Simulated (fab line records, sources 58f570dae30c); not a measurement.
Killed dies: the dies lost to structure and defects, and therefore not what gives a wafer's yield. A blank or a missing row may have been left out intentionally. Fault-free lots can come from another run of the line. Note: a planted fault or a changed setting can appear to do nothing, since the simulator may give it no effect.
Which tool was responsible? :: flow berkeley_cmos170 :: Sampling: 15 lots, 45 wafers, 4 of 331 route steps

== WHAT THE GAUGES READ, wafer by wafer ==
UCB170_NVT_TW_MEAS_09.
lot: L910
measured: day 6 12:56
on: film_metro-04
NVT_TW: 521.6 523.8 522.5

lot: L914
measured: day 6 22:14
on: film_metro-04
NVT_TW: 522.1 522.8 523.8

lot: L917
measured: day 8 00:52
on: film_metro-02
NVT_TW: 522.7 521.0 524.2

lot: L919
measured: day 8 00:42
on: film_metro-04
NVT_TW: 517.8 518.4 522.0

lot: L915
measured: day 8 00:26
on: film_metro-02
NVT_TW: 521.6 521.1 520.7

lot: L918
measured: day 8 01:16
on: film_metro-03
NVT_TW: 524.6 524.4 527.4

lot: L921
measured: day 8 19:47
on: film_metro-04
NVT_TW: 519.9 522.0 523.6

lot: L922
measured: day 9 09:15
on: film_metro-02
NVT_TW: 524.5 522.2 521.3

lot: L923
measured: day 9 09:29
on: film_metro-04
NVT_TW: 524.0 525.5 524.3

lot: L925
measured: day 9 09:01
on: film_metro-04
NVT_TW: 524.0 524.2 525.2

lot: L926
measured: day 10 00:55
on: film_metro-02
NVT_TW: 522.3 523.5 516.6

lot: L928
measured: day 10 13:42
on: film_metro-04
NVT_TW: 520.3 521.3 522.5

lot: L930
measured: day 10 14:01
on: film_metro-04
NVT_TW: 520.1 520.8 521.1

lot: L929
measured: day 10 14:10
on: film_metro-02
NVT_TW: 523.4 521.9 524.4

lot: L931
measured: day 11 04:58
on: film_metro-02
NVT_TW: 528.1 527.9 525.0

UCB170_NLDD_CD_MEAS_06 targets a cd of 1200 nm.
lot: L910
measured: day 7 08:46
on: cd_sem-02
cd_nm (nm): 1201.6 1201.5 1200.2

lot: L914
measured: day 7 14:56
on: cd_sem-02
cd_nm (nm): 1199.6 1199.0 1198.2

lot: L917
measured: day 9 07:21
on: cd_sem-02
cd_nm (nm): 1200.6 1198.6 1199.3

lot: L919
measured: day 9 07:43
on: cd_sem-02
cd_nm (nm): 1200.9 1200.3 1201.8

lot: L915
measured: day 9 02:23
on: cd_sem-01
cd_nm (nm): 1201.5 1202.2 1203.2

lot: L918
measured: day 9 07:58
on: cd_sem-02
cd_nm (nm): 1203.1 1202.6 1202.4

lot: L921
measured: day 9 18:51
on: cd_sem-02
cd_nm (nm): 1198.3 1199.5 1201.4

lot: L922
measured: day 10 09:54
on: cd_sem-01
cd_nm (nm): - - -

lot: L923
measured: day 10 09:55
on: cd_sem-02
cd_nm (nm): - - -

lot: L925
measured: day 10 10:38
on: cd_sem-02
cd_nm (nm): - - -

lot: L926
measured: day 10 22:21
on: cd_sem-02
cd_nm (nm): 1198.2 1200.2 1199.0

lot: L928
measured: day 11 11:38
on: cd_sem-02
cd_nm (nm): 1199.0 1199.7 1200.2

lot: L930
measured: day 11 12:37
on: cd_sem-01
cd_nm (nm): 1204.6 1201.7 1202.1

lot: L929
measured: day 11 11:55
on: cd_sem-02
cd_nm (nm): 1202.6 1201.0 1201.8

lot: L931
measured: day 12 08:11
on: cd_sem-01
cd_nm (nm): 1200.4 1199.8 1201.4

== WHICH TOOL RAN EACH LOT (tool, then ch and the chambers of the sampled wafers, then the start) ==
lot: L910
UCB170_PFIELD_STRIP_08: plasma_asher-04 ch 0,1, day 5 05:35
UCB170_NLDD_COAT_01: litho_track-01 ch 0, day 7 08:05

lot: L914
UCB170_PFIELD_STRIP_08: plasma_asher-02 ch 0,1, day 5 10:55
UCB170_NLDD_COAT_01: litho_track-04 ch 0, day 7 14:08

lot: L917
UCB170_PFIELD_STRIP_08: plasma_asher-01 ch 0,1, day 6 11:05
UCB170_NLDD_COAT_01: litho_track-04 ch 0, day 9 05:57

lot: L919
UCB170_PFIELD_STRIP_08: plasma_asher-04 ch 0, day 6 11:22
UCB170_NLDD_COAT_01: litho_track-02 ch 0, day 9 05:57

lot: L915
UCB170_PFIELD_STRIP_08: plasma_asher-01 ch 0,1, day 6 12:11
UCB170_NLDD_COAT_01: litho_track-04 ch 0, day 9 01:40

lot: L918
UCB170_PFIELD_STRIP_08: plasma_asher-02 ch 0,1, day 6 12:28
UCB170_NLDD_COAT_01: litho_track-04 ch 0, day 9 06:25

lot: L921
UCB170_PFIELD_STRIP_08: plasma_asher-02 ch 0,1, day 7 02:19
UCB170_NLDD_COAT_01: litho_track-01 ch 0, day 9 17:56

lot: L922
UCB170_PFIELD_STRIP_08: plasma_asher-02 ch 0,1, day 7 16:32
UCB170_NLDD_COAT_01: litho_track-02, day 10 09:03

lot: L923
UCB170_PFIELD_STRIP_08: plasma_asher-04 ch 0,1, day 7 16:49
UCB170_NLDD_COAT_01: litho_track-01, day 10 09:08

lot: L925
UCB170_PFIELD_STRIP_08: plasma_asher-01 ch 0,1, day 7 17:25
UCB170_NLDD_COAT_01: litho_track-01, day 10 09:37

lot: L926
UCB170_PFIELD_STRIP_08: plasma_asher-02 ch 0,1, day 8 08:47
UCB170_NLDD_COAT_01: litho_track-01 ch 0, day 10 21:35

lot: L928
UCB170_PFIELD_STRIP_08: plasma_asher-04 ch 0,1, day 9 01:08
UCB170_NLDD_COAT_01: litho_track-02 ch 0, day 11 10:36

lot: L930
UCB170_PFIELD_STRIP_08: plasma_asher-01 ch 0,1, day 9 07:11
UCB170_NLDD_COAT_01: litho_track-02 ch 0, day 11 11:46

lot: L929
UCB170_PFIELD_STRIP_08: plasma_asher-04 ch 0,1, day 9 07:28
UCB170_NLDD_COAT_01: litho_track-01 ch 0, day 11 11:04

lot: L931
UCB170_PFIELD_STRIP_08: plasma_asher-02 ch 0,1, day 9 11:45
UCB170_NLDD_COAT_01: litho_track-02 ch 0, day 12 07:29
- UCB170_PFIELD_STRIP_08: strips in O2.
- UCB170_NLDD_COAT_01: resist thk 900 nm.

== AS READ BY THE TOOLS THEMSELVES (means over the sampled wafers that have a number; for cases with no such wafer, the mark the record gives instead) ==
UCB170_PFIELD_STRIP_08.
lot: L910
tool: plasma_asher-04
chamber_pressure_mTorr (mTorr): 3501
drypump_motor_current_A (A): 5.7
oes_product_au (a.u.): 0.739
strip_time_to_endpoint_s (s): 21.57

lot: L914
tool: plasma_asher-02
chamber_pressure_mTorr (mTorr): 3500
drypump_motor_current_A (A): 5.4
oes_product_au (a.u.): 0.734
strip_time_to_endpoint_s (s): 21.63

lot: L917
tool: plasma_asher-01
chamber_pressure_mTorr (mTorr): 3501
drypump_motor_current_A (A): 5.8
oes_product_au (a.u.): 0.735
strip_time_to_endpoint_s (s): 21.64

lot: L919
tool: plasma_asher-04
chamber_pressure_mTorr (mTorr): 3497
drypump_motor_current_A (A): 5.1
oes_product_au (a.u.): 0.731
strip_time_to_endpoint_s (s): 21.62

lot: L915
tool: plasma_asher-01
chamber_pressure_mTorr (mTorr): 3501
drypump_motor_current_A (A): 6.0
oes_product_au (a.u.): 0.733
strip_time_to_endpoint_s (s): 21.53

lot: L918
tool: plasma_asher-02
chamber_pressure_mTorr (mTorr): 3498
drypump_motor_current_A (A): 5.3
oes_product_au (a.u.): 0.738
strip_time_to_endpoint_s (s): 21.64

lot: L921
tool: plasma_asher-02
chamber_pressure_mTorr (mTorr): 3499
drypump_motor_current_A (A): 5.2
oes_product_au (a.u.): 0.733
strip_time_to_endpoint_s (s): 21.53

lot: L922
tool: plasma_asher-02
chamber_pressure_mTorr (mTorr): 3499
drypump_motor_current_A (A): 5.2
oes_product_au (a.u.): 0.734
strip_time_to_endpoint_s (s): 21.66

lot: L923
tool: plasma_asher-04
chamber_pressure_mTorr (mTorr): 3499
drypump_motor_current_A (A): 5.4
oes_product_au (a.u.): 0.731
strip_time_to_endpoint_s (s): 21.72

lot: L925
tool: plasma_asher-01
chamber_pressure_mTorr (mTorr): 3496
drypump_motor_current_A (A): 5.8
oes_product_au (a.u.): 0.734
strip_time_to_endpoint_s (s): 21.74

lot: L926
tool: plasma_asher-02
chamber_pressure_mTorr (mTorr): 3500
drypump_motor_current_A (A): 5.3
oes_product_au (a.u.): 0.736
strip_time_to_endpoint_s (s): 21.63

lot: L928
tool: plasma_asher-04
chamber_pressure_mTorr (mTorr): 3500
drypump_motor_current_A (A): 5.7
oes_product_au (a.u.): 0.732
strip_time_to_endpoint_s (s): 21.72

lot: L930
tool: plasma_asher-01
chamber_pressure_mTorr (mTorr): 3500
drypump_motor_current_A (A): 6.0
oes_product_au (a.u.): 0.737
strip_time_to_endpoint_s (s): 21.66

lot: L929
tool: plasma_asher-04
chamber_pressure_mTorr (mTorr): 3502
drypump_motor_current_A (A): 5.4
oes_product_au (a.u.): 0.733
strip_time_to_endpoint_s (s): 21.61

lot: L931
tool: plasma_asher-02
chamber_pressure_mTorr (mTorr): 3503
drypump_motor_current_A (A): 5.3
oes_product_au (a.u.): 0.731
strip_time_to_endpoint_s (s): 21.76

UCB170_NLDD_COAT_01.
lot: L910
tool: litho_track-01
chill_plate_temp_C (C): 22.93
dispense_pressure_kPa (kPa): 55

lot: L914
tool: litho_track-04
chill_plate_temp_C (C): 23.13
dispense_pressure_kPa (kPa): 49

lot: L917
tool: litho_track-04
chill_plate_temp_C (C): 23.08
dispense_pressure_kPa (kPa): 49

lot: L919
tool: litho_track-02
chill_plate_temp_C (C): 23.06
dispense_pressure_kPa (kPa): 44

lot: L915
tool: litho_track-04
chill_plate_temp_C (C): 23.03
dispense_pressure_kPa (kPa): 49

lot: L918
tool: litho_track-04
chill_plate_temp_C (C): 23.06
dispense_pressure_kPa (kPa): 49

lot: L921
tool: litho_track-01
chill_plate_temp_C (C): 23.03
dispense_pressure_kPa (kPa): 55

lot: L922
tool: litho_track-02
chill_plate_temp_C (C): -
dispense_pressure_kPa (kPa): -

lot: L923
tool: litho_track-01
chill_plate_temp_C (C): -
dispense_pressure_kPa (kPa): -

lot: L925
tool: litho_track-01
chill_plate_temp_C (C): -
dispense_pressure_kPa (kPa): -

lot: L926
tool: litho_track-01
chill_plate_temp_C (C): 22.88
dispense_pressure_kPa (kPa): 55

lot: L928
tool: litho_track-02
chill_plate_temp_C (C): 22.99
dispense_pressure_kPa (kPa): 44

lot: L930
tool: litho_track-02
chill_plate_temp_C (C): 23.03
dispense_pressure_kPa (kPa): 44

lot: L929
tool: litho_track-01
chill_plate_temp_C (C): 22.91
dispense_pressure_kPa (kPa): 55

lot: L931
tool: litho_track-02
chill_plate_temp_C (C): 22.96
dispense_pressure_kPa (kPa): 44

== THE ANSWER, worked out from the rows above alone ==
Rule: what is usual is taken from the lots themselves. The widest of any qualifying gaps counts: lots, ordered by their means at a reading, are off when they make up no more than a third of the lots, leave a main group of 4 or more, and stand apart from it by 3 or more times the standard deviation of that group's means. The tables above print the reading to a certain number of digits; a main group whose means all agree to those digits is not used. Also off: a lot with no number at a reading for which 4 or more lots have one. All remaining lots with rows at the step are treated as sound. After the gauges, taken in route order, come the tools' own readings; for these a lot's mean is taken, as printed above. The first step at which some lot is off is used, and at that step the reading that is off furthest; a lot without a number counts as furthest.
Off: L922, L923, L925 (UCB170_NLDD_CD_MEAS_06, cd_nm). Without a number there: L922, L923, L925. The main group: mean 1200.8 nm, standard deviation 1.3.
If a tool, at a process step before that reading, ran all the lots that are off and no sound lot after the first of them, it fits. Not tried: the gauges at UCB170_NLDD_CD_MEAS_06; whatever is off there is also off at UCB170_NLDD_COAT_01, on other tools, and gauge error can't account for it. No candidate that was tried fits.

== WHAT THE SIMULATOR PUT IN ==
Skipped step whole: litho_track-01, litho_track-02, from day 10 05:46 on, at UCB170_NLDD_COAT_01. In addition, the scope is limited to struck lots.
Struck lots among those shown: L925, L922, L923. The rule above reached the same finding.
